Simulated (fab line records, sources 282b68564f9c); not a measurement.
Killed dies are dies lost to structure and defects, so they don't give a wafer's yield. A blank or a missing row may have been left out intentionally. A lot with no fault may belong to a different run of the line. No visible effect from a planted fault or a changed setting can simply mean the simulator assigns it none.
fab line records :: flow ritCmos
record:
  lots: 14
  wafers: 42
  lastDay: 7
route steps=202 shown SDANNEAL@155 M1@202
lots that met no fault: taken from a fault-free run of the same line
startH: start of the lot's first displayed wafer, in hours after the record's first day :: waitH: hours elapsed since this lot's preceding step :: " unchanged from the row above :: L1.1+2: a row that stands for several wafers :: - no value, or no start given :: * or withheld: withheld :: < > ~ a bound
route shown NAME@n: a module of which the file shows steps, and the number in the route of the first :: usual: average and standard deviation across the fault-free wafers :: same: alike in all rows :: chamber/n: place in a boat :: sites: each site's reading :: _std_site: standard deviation of those values :: _edge_site: mean of outer sites minus mean of inner sites :: radiusMm: how far each site lies from the wafer's centre :: mask NAME#n: copy n :: behind: tool/chamber where the wafer was last shaped :: hold: what put the lot on hold/how long, in hours/how the hold closed :: device: whichever transistor did not switch (one of n, p or np) :: end of line: the route-end tests of the same wafers :: step lacking rows: just its recipe :: killed: not the wafer's yield, but the dies lost to structure and defects at the first sort :: map: the dies of a wafer, with x for killed, . for not killed, _ for no die there
set.NAME: the setting that was run; set.NAME@STEP: the one run at that earlier step :: model.NAME: the simulator's own value behind a step, which no gauge read
one table for each step of the route and one row for each wafer, over a sample of lots
services: when a tool's chamber went out of use (startH, in hours from the record's first day, below 0 if earlier), for how many hours, and the reason
== steps ==
step: RIT_SDANNEAL_CLEAN_02
recipe:
  chemistry: SC2
  mix: 3:3:50
  timeS: 600
  tempC: 75
  dry: n2Spin
lot.wafer: L361.1+2+6
tool: wetBench-01
chamber: 0
startH: 59.03
waitH: 0.0

lot.wafer: L362.1+3+5
tool: wetBench-01
chamber: 1
startH: 64.09
waitH: 0.0

lot.wafer: L363.2+4+5
tool: wetBench-03
chamber: 3
startH: 70.50
waitH: 0.0

lot.wafer: L364.1+2+6
tool: wetBench-01
chamber: 2
startH: 74.98
waitH: 0.0

lot.wafer: L365.3+4+6
tool: wetBench-03
chamber: 0
startH: 79.44
waitH: 0.0

lot.wafer: L370.3+5+6
tool: wetBench-01
chamber: 2
startH: 104.19
waitH: 0.0

lot.wafer: L373.1+2+6
tool: wetBench-03
chamber: 3
startH: 119.75
waitH: 0.0

lot.wafer: L374.1+3+6
tool: wetBench-03
chamber: 0
startH: 124.46
waitH: 0.0

lot.wafer: L375.2+3+5
tool: wetBench-03
chamber: 2
startH: 130.02
waitH: 0.0

lot.wafer: L376.4+5+6
tool: wetBench-03
chamber: 3
startH: 135.11
waitH: 0.0

lot.wafer: L377.3+5+6
tool: wetBench-03
chamber: 0
startH: 140.29
waitH: 0.0

lot.wafer: L378.4+5+6
tool: wetBench-03
chamber: 3
startH: 143.82
waitH: 0.0

lot.wafer: L381.4+5+6
tool: wetBench-04
chamber: 2
startH: 159.37
waitH: 0.0

lot.wafer: L382.2+4+5
tool: wetBench-04
chamber: 2
startH: 163.71
waitH: 0.0
step: RIT_M1_PROBE_99
usual:
  killedAtContacts: 0.1/0.35
  killedAtFrontEnd: 6.6/2.7
  killedDies: 6.7/2.8
  killedOnRim: 1.8/1.5
  killedOpen: 3.4/2.1
  killedShort: 3.3/1.8
same:
  grossDies: 264
  killed_at_M0_to_M3: 0
  killed_at_M4_up: 0
  killedAtBackSide: 0
  killedAtOther: 0
lot.wafer: L361.1
tool: prober-02
chamber: -
startH: 66.64
waitH: 0.1
killedAtContacts: 0
killedAtFrontEnd: 4
killedDies: 4
killedOnRim: 2
killedOpen: 1
killedShort: 3

lot.wafer: L361.2
tool: prober-02
chamber: -
startH: 66.69
waitH: 0.1
killedAtContacts: 0
killedAtFrontEnd: 8
killedDies: 8
killedOnRim: 1
killedOpen: 1
killedShort: 7

lot.wafer: L361.6
tool: prober-02
chamber: -
startH: 66.89
waitH: 0.2
killedAtContacts: 0
killedAtFrontEnd: 5
killedDies: 5
killedOnRim: 1
killedOpen: 1
killedShort: 4

lot.wafer: L362.1
tool: prober-01
chamber: -
startH: 71.84
waitH: 0.1
killedAtContacts: 0
killedAtFrontEnd: 3
killedDies: 3
killedOnRim: 0
killedOpen: 1
killedShort: 2

lot.wafer: L362.3
tool: prober-01
chamber: -
startH: 71.94
waitH: 0.2
killedAtContacts: 0
killedAtFrontEnd: 1
killedDies: 1
killedOnRim: 0
killedOpen: 0
killedShort: 1

lot.wafer: L362.5
tool: prober-01
chamber: -
startH: 72.04
waitH: 0.2
killedAtContacts: 0
killedAtFrontEnd: 10
killedDies: 10
killedOnRim: 2
killedOpen: 5
killedShort: 5

lot.wafer: L364.1
tool: prober-01
chamber: -
startH: 82.58
waitH: 0.1
killedAtContacts: 0
killedAtFrontEnd: 22
killedDies: 22
killedOnRim: 7
killedOpen: 2
killedShort: 2

lot.wafer: L364.2
tool: prober-01
chamber: -
startH: 82.63
waitH: 0.1
killedAtContacts: 0
killedAtFrontEnd: 20
killedDies: 20
killedOnRim: 8
killedOpen: 1
killedShort: 0

lot.wafer: L364.6
tool: prober-01
chamber: -
startH: 82.83
waitH: 0.2
killedAtContacts: 0
killedAtFrontEnd: 16
killedDies: 16
killedOnRim: 7
killedOpen: 1
killedShort: 1

lot.wafer: L365.3
tool: prober-02
chamber: -
startH: 87.06
waitH: 0.2
killedAtContacts: 0
killedAtFrontEnd: 10
killedDies: 10
killedOnRim: 1
killedOpen: 5
killedShort: 5

lot.wafer: L365.4
tool: prober-02
chamber: -
startH: 87.11
waitH: 0.2
killedAtContacts: 1
killedAtFrontEnd: 7
killedDies: 8
killedOnRim: 1
killedOpen: 6
killedShort: 2

lot.wafer: L365.6
tool: prober-02
chamber: -
startH: 87.21
waitH: 0.2
killedAtContacts: 0
killedAtFrontEnd: 10
killedDies: 10
killedOnRim: 2
killedOpen: 3
killedShort: 7

lot.wafer: L370.3
tool: prober-01
chamber: -
startH: 111.92
waitH: 0.2
killedAtContacts: 0
killedAtFrontEnd: 21
killedDies: 21
killedOnRim: 9
killedOpen: 5
killedShort: 1

lot.wafer: L370.5
tool: prober-01
chamber: -
startH: 112.02
waitH: 0.2
killedAtContacts: 0
killedAtFrontEnd: 23
killedDies: 23
killedOnRim: 8
killedOpen: 4
killedShort: 2

lot.wafer: L370.6
tool: prober-01
chamber: -
startH: 112.07
waitH: 0.2
killedAtContacts: 0
killedAtFrontEnd: 24
killedDies: 24
killedOnRim: 8
killedOpen: 9
killedShort: 2

lot.wafer: L373.1
tool: prober-02
chamber: -
startH: 128.67
waitH: 0.1
killedAtContacts: 0
killedAtFrontEnd: 6
killedDies: 6
killedOnRim: 2
killedOpen: 4
killedShort: 2

lot.wafer: L373.2
tool: prober-02
chamber: -
startH: 128.72
waitH: 0.1
killedAtContacts: 0
killedAtFrontEnd: 8
killedDies: 8
killedOnRim: 1
killedOpen: 4
killedShort: 4

lot.wafer: L373.6
tool: prober-02
chamber: -
startH: 128.92
waitH: 0.2
killedAtContacts: 0
killedAtFrontEnd: 4
killedDies: 4
killedOnRim: 0
killedOpen: 1
killedShort: 3

lot.wafer: L374.1
tool: prober-01
chamber: -
startH: 132.20
waitH: 0.1
killedAtContacts: 0
killedAtFrontEnd: 8
killedDies: 8
killedOnRim: 2
killedOpen: 3
killedShort: 5

lot.wafer: L374.3
tool: prober-01
chamber: -
startH: 132.30
waitH: 0.2
killedAtContacts: 0
killedAtFrontEnd: 12
killedDies: 12
killedOnRim: 3
killedOpen: 6
killedShort: 6

lot.wafer: L374.6
tool: prober-01
chamber: -
startH: 132.45
waitH: 0.2
killedAtContacts: 0
killedAtFrontEnd: 7
killedDies: 7
killedOnRim: 1
killedOpen: 4
killedShort: 3

lot.wafer: L375.2
tool: prober-02
chamber: -
startH: 137.69
waitH: 0.1
killedAtContacts: 0
killedAtFrontEnd: 4
killedDies: 4
killedOnRim: 3
killedOpen: 1
killedShort: 2

lot.wafer: L375.3
tool: prober-02
chamber: -
startH: 137.74
waitH: 0.2
killedAtContacts: 0
killedAtFrontEnd: 9
killedDies: 9
killedOnRim: 2
killedOpen: 6
killedShort: 3

lot.wafer: L375.5
tool: prober-02
chamber: -
startH: 137.84
waitH: 0.2
killedAtContacts: 0
killedAtFrontEnd: 6
killedDies: 6
killedOnRim: 3
killedOpen: 2
killedShort: 4

lot.wafer: L381.4
tool: prober-02
chamber: -
startH: 170.04
waitH: 0.2
killedAtContacts: 0
killedAtFrontEnd: 2
killedDies: 2
killedOnRim: 0
killedOpen: 1
killedShort: 1

lot.wafer: L381.5
tool: prober-02
chamber: -
startH: 170.09
waitH: 0.2
killedAtContacts: 0
killedAtFrontEnd: 4
killedDies: 4
killedOnRim: 1
killedOpen: 3
killedShort: 1

lot.wafer: L381.6
tool: prober-02
chamber: -
startH: 170.14
waitH: 0.2
killedAtContacts: 0
killedAtFrontEnd: 11
killedDies: 11
killedOnRim: 3
killedOpen: 8
killedShort: 3
killed by level:class
L361.1 FOX1:geometricParticle:short=1 GATE:geometricParticle:open=1 REOX:geometricParticle:short=1 SILICIDE:geometricParticle:short=1
L361.2 REOX:geometricParticle:short=4 FOX1:geometricParticle:short=2 GATE:geometricParticle:short=1 GATE:geometricParticle:open=1
L361.6 FOX1:geometricParticle:short=2 GATE:geometricParticle:short=1 GATE:geometricParticle:open=1 SPACER:geometricParticle:short=1
L362.1 REOX:geometricParticle:short=2 REOX:geometricParticle:open=1
L362.3 SILICIDE:geometricParticle:short=1
L362.5 GATE:geometricParticle:short=2 SPACER:geometricParticle:open=2 SILICIDE:geometricParticle:short=2 FOX2:geometricParticle:open=1 GATE:geometricParticle:open=1 SPACER:geometricParticle:short=1 SILICIDE:geometricParticle:open=1
L364.1 SDANNEAL:unspecified=18 FOX2:geometricParticle:open=1 FOX2:geometricParticle:short=1 GATE:geometricParticle:short=1 REOX:geometricParticle:open=1
L364.2 SDANNEAL:unspecified=19 FOX1:geometricParticle:open=1
L364.6 SDANNEAL:unspecified=14 FOX2:geometricParticle:open=1 SILICIDE:geometricParticle:short=1
L365.3 GATE:geometricParticle:open=3 REOX:geometricParticle:open=2 SILICIDE:geometricParticle:short=2 FOX1:geometricParticle:short=1 GATE:geometricParticle:short=1 REOX:geometricParticle:short=1
L365.4 GATE:geometricParticle:open=2 REOX:geometricParticle:open=2 GATE:geometricParticle:short=1 REOX:geometricParticle:short=1 SPACER:geometricParticle:open=1 CONTACT:geometricParticle:open=1
L365.6 SPACER:geometricParticle:short=5 FOX1:geometricParticle:short=2 FOX1:geometricParticle:open=1 FOX2:geometricParticle:open=1 SILICIDE:geometricParticle:open=1
L370.3 SDANNEAL:unspecified=15 SPACER:geometricParticle:open=2 SILICIDE:geometricParticle:open=2 FOX2:geometricParticle:short=1 GATE:geometricParticle:open=1
L370.5 SDANNEAL:unspecified=17 FOX1:geometricParticle:open=2 GATE:geometricParticle:open=1 SPACER:geometricParticle:open=1 SPACER:geometricParticle:short=1 SILICIDE:geometricParticle:short=1
L370.6 SDANNEAL:unspecified=13 FOX1:geometricParticle:open=4 REOX:geometricParticle:open=2 FOX1:geometricParticle:short=1 GATE:geometricParticle:open=1 SPACER:geometricParticle:open=1 SILICIDE:geometricParticle:short=1 SILICIDE:geometricParticle:open=1
L373.1 SILICIDE:geometricParticle:open=2 FOX1:geometricParticle:short=1 FOX2:geometricParticle:open=1 GATE:geometricParticle:open=1 REOX:geometricParticle:short=1
L373.2 GATE:geometricParticle:short=3 REOX:geometricParticle:open=2 FOX2:geometricParticle:short=1 GATE:geometricParticle:open=1 SILICIDE:geometricParticle:open=1
L373.6 FOX1:geometricParticle:short=1 GATE:geometricParticle:open=1 GATE:geometricParticle:short=1 SPACER:geometricParticle:short=1
L374.1 GATE:geometricParticle:short=3 FOX1:geometricParticle:open=2 FOX1:geometricParticle:short=2 REOX:geometricParticle:open=1
L374.3 GATE:geometricParticle:short=3 FOX1:geometricParticle:open=2 REOX:geometricParticle:short=2 REOX:geometricParticle:open=2 FOX2:geometricParticle:short=1 GATE:geometricParticle:open=1 SPACER:geometricParticle:open=1
L374.6 FOX1:geometricParticle:open=2 FOX1:geometricParticle:short=2 GATE:geometricParticle:open=1 REOX:geometricParticle:short=1 SILICIDE:geometricParticle:open=1
L375.2 GATE:geometricParticle:short=2 GATE:geometricParticle:open=1 NRETRO:coatMicrobubblePrinted=1
L375.3 SPACER:geometricParticle:open=3 GATE:geometricParticle:open=2 GATE:geometricParticle:short=2 FOX1:geometricParticle:open=1 SPACER:geometricParticle:short=1
L375.5 FOX1:geometricParticle:short=2 FOX1:geometricParticle:open=1 FOX2:geometricParticle:open=1 FOX2:geometricParticle:short=1 GATE:geometricParticle:short=1
L381.4 GATE:geometricParticle:short=1 GATE:geometricParticle:open=1
L381.5 FOX1:geometricParticle:open=2 GATE:geometricParticle:short=1 REOX:geometricParticle:open=1
L381.6 GATE:geometricParticle:open=7 FOX1:geometricParticle:short=1 GATE:geometricParticle:short=1 REOX:geometricParticle:open=1 SILICIDE:geometricParticle:short=1
== services ==
tool: wetBench-04
chamber: -
startH: 77.56
hours: 1.1
kind: repair

tool: wetBench-04
chamber: -
startH: 136.17
hours: 2.6
kind: repair

tool: wetBench-01
chamber: -
startH: 136.40
hours: 3.8
kind: repair
== key ==
firstSign:
  step: RIT_M1_PROBE_99
  reading: killedAtFrontEnd
  direction: up
  sigmas: 5.3
  usual: 6.6
  struck: 21
effect:
  step: RIT_M1_PROBE_99
  reading: killedDies
  direction: up
  sigmas: 5.1
  usual: 6.7
  struck: 21
metAt RIT_SDANNEAL_CLEAN_02
struckLots L364,L370
struckWafers L364.1,L364.2,L364.6,L370.3,L370.5,L370.6
testerLeftOut L364,L370
fault:
  kind: chamberParticleSource
  tool: wetBench-01
  chamber: 2
  onsetH: 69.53
  steps: RIT_SDANNEAL_CLEAN_02
  ratePerVisitCm2: 0.63553
  endH: 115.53
testerLeftOut: of these lots the tester's yield and bins aren't shown, on N5 and GAA mostly nor the transistor test; their killed dies are dies lost to structure and defects alone, not to doping, threshold or leakage, so they don't give the yield
